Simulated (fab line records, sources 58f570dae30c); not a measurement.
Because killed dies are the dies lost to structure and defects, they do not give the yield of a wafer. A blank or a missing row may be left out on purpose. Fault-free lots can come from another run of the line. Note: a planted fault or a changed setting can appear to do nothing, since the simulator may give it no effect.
Comparing a struck lot with a sound one / flow berkeleyCmos170 / 23 out of 331 route steps
Sound: wafers L773.1, L773.2, L773.4. Wafers L779.2, L779.3, L779.4 were the ones struck. The cause is named last.
Order at every step that has rows: each side's tool, ch and its chambers, its first start. Under that, the readings that differ: sound wafers / struck wafers / difference of the means / sigmas: that difference in standard deviations of wafers without a fault.
alike: words and numbers the same on both sides, and readings whose means are apart by under 2 such deviations; not compared: readings that were withheld, readings missing a value for some wafer, numbers with overlapping values and no deviation given by the record, and bounds like >300 which may hide the same value.
Wherever a step has rows on one side only, a row that says differs or no value, or a row with sigmas, the two part there. When numbers do not overlap yet have no deviation, they are printed without sigmas and do not part them. A reading missing from all wafers of one side parts the sides only when that side holds two or more wafers.

first, 6 steps without rows for these wafers: UCB170_ZERO_HMDS_00 (prime time 60 s); UCB170_ZERO_COAT_01 (resist thk 900 nm); UCB170_ZERO_SOFTBAKE_02 (time 60 s); UCB170_ZERO_EXPOSE_03 (exposes mask PM MARKS, target cd 4000 nm); UCB170_ZERO_PEB_04; UCB170_ZERO_DEVELOP_05 (develop time 45 s).
UCB170_ZERO_ETCH_06: etches SiO2 in CHF3/CF4/Ar, time 12 s.
  sound on rieDiel-04 ch 1,2,3, day 2 00:41; struck on rieDiel-04 ch 0,1,3, day 3 07:11
  alike: CHF3_flow_sccm, cf4FlowSccm, drypumpMotorCurrentA, oesProductAu, throttleValvePct
  not compared: rfHoursCounterH
UCB170_ZERO_STRIP_07: strips in O2.
  sound on plasmaAsher-02 ch 0,1, day 2 00:43; struck on plasmaAsher-04 ch 0,1, day 3 07:13
reading=drypumpMotorCurrentA (A); sound=5.3 5.2 5.2; struck=6.0 6.0 5.9; difference=+0.7; sigmas=+2
  alike: oesProductAu, stripTimeToEndpointS
  not compared: rfHoursCounterH
then, 2 steps without rows for these wafers: UCB170_NWELL_WET_ETCH_00 (etches SiO2 in dHF, time 200 s); UCB170_NWELL_OXIDATION_01 (target thk 26.4 nm, ox time 1260 s).
UCB170_NWELL_THK_MEAS_02:
  sound on filmMetro-01, day 2 03:40; struck on filmMetro-02, day 3 12:35
  alike: NWELL_OXIDE_THK
then, 1 step without rows for these wafers: UCB170_NWELL_ANNEAL_03 (time 900 s).
UCB170_NWELL_CVD_04: deposits Si3N4 from SiH2Cl2/NH3, target thk 224 nm, time 3360 s.
  sound on lpcvd-02 ch 0, day 2 06:01; struck on lpcvd-01 ch 0, day 3 17:47
reading=spikeTcSourceC (C); sound=821.2 822.5 822.6; struck=818.0 819.7 820.1; difference=-2.8; sigmas=-3
reading=model.Si3N4_of_NWELL_CVD_04.thkNm (nm); sound=223.2 224 220.9; struck=391.3 391.3 392.1; difference=+168.9; sigmas=
UCB170_NWELL_THK_MEAS_05:
  sound on filmMetro-01, day 2 07:58; struck on filmMetro-02, day 3 19:44
reading=NWELL_NITRIDE_THK (nm); sound=223.3 224.1 220.9; struck=391.4 391.6 391.9; difference=+168.9; sigmas=+70
then, 6 steps without rows for these wafers: UCB170_NWELL_HMDS_06 (prime time 60 s); UCB170_NWELL_COAT_07 (resist thk 900 nm); UCB170_NWELL_SOFTBAKE_08 (time 60 s); UCB170_NWELL_EXPOSE_09 (exposes mask NWELL, target cd 3000 nm); UCB170_NWELL_PEB_10; UCB170_NWELL_DEVELOP_11 (develop time 45 s).
UCB170_NWELL_OVL_MEAS_12:
  sound on overlay-02, day 2 09:06; struck on overlay-01, day 4 00:53
  alike: NWELL_OVL
UCB170_NWELL_ETCH_13: etches Si3N4 in CH3F/Ar/O2, stops on SiO2, target depth 246.4 nm, time 154 s.
  sound on rieDiel-02 ch 0,1,3, day 2 09:08; struck on rieDiel-03 ch 0,1,3, day 4 00:55
reading=oesProductAu (a.u.); sound=0.950 0.954 0.922; struck=0.999 1.012 1.002; difference=+0.062; sigmas=+6
reading=model.etch.depthNm (nm); sound=223.2 224 220.9; struck=245.3 255.8 249.3; difference=+27.4; sigmas=
  alike: O2_flow_sccm, drypumpMotorCurrentA, throttleValvePct
  not compared: rfHoursCounterH
after that, 1 step had no rows for these wafers: UCB170_NWELL_IMPLANT_14.

## WHERE THEY PART
At UCB170_ZERO_STRIP_07 first; at UCB170_NWELL_ETCH_13 last (within this record only).

WHY: whatever the simulator had introduced
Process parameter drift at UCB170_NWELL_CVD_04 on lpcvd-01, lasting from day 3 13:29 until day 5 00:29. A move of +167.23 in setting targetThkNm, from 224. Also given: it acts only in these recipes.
